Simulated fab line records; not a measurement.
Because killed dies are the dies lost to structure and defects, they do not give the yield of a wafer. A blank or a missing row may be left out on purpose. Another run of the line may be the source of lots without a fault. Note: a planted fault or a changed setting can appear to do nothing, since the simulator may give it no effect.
Which tool is to blame? ; flow rit_cmos ; 21 wafers from 7 lots sampled at 2 of the route's 202 steps

WHAT EACH GAUGE READ, for each wafer
RIT_NSD_TW_MEAS_10.
lot;measured;on;NSD_TW
L383;day 3 14:33;film_metro-04;3203 3185 3183
L385;day 4 08:57;film_metro-01;3103 3084 3118
L387;day 4 08:39;film_metro-03;3260 3262 3237
L394;day 5 21:50;film_metro-04;3070 3055 3077
L397;day 6 10:50;film_metro-04;3102 3096 3100
L401;day 7 13:39;film_metro-01;3115 3099 3104
L403;day 8 05:44;film_metro-01;3106 3101 3098

WHICH TOOL RAN EACH LOT (tool, then ch and the chambers of the sampled wafers, then the start)
lot;RIT_NSD_IMPLANT_08
L383;implanter-03 ch 0, day 3 14:14
L385;implanter-04 ch 0, day 4 08:38
L387;implanter-03 ch 0, day 4 08:20
L394;implanter-01 ch 0, day 5 21:34
L397;implanter-04 ch 0, day 6 10:32
L401;implanter-03 ch 0, day 7 13:19
L403;implanter-03 ch 0, day 8 05:28
- RIT_NSD_IMPLANT_08

THE ANSWER, worked out from the rows above alone
Rule: usual is defined by the lots themselves. The widest of any qualifying gaps counts: lots, ordered by their means at a reading, are off when they make up no more than a third of the lots, leave a main group of 4 or more, and stand apart from it by 3 or more times the standard deviation of that group's means. If all means in a main group match to the digits the tables above print for the reading, that group is not used. A lot without any number at a reading at which 4 lots or more have one is off too. The other lots that the step has rows for count as sound.
Off: L383, L387, at RIT_NSD_TW_MEAS_10 (NSD_TW). For the main group the mean is 3095 and the standard deviation 14.
If a tool, at a process step before that reading, ran all the lots that are off and no sound lot after the first of them, it fits. The gauges at RIT_NSD_TW_MEAS_10 are tried like those tools. No candidate that was tried fits.

WHAT THE SIMULATOR HAD PUT IN
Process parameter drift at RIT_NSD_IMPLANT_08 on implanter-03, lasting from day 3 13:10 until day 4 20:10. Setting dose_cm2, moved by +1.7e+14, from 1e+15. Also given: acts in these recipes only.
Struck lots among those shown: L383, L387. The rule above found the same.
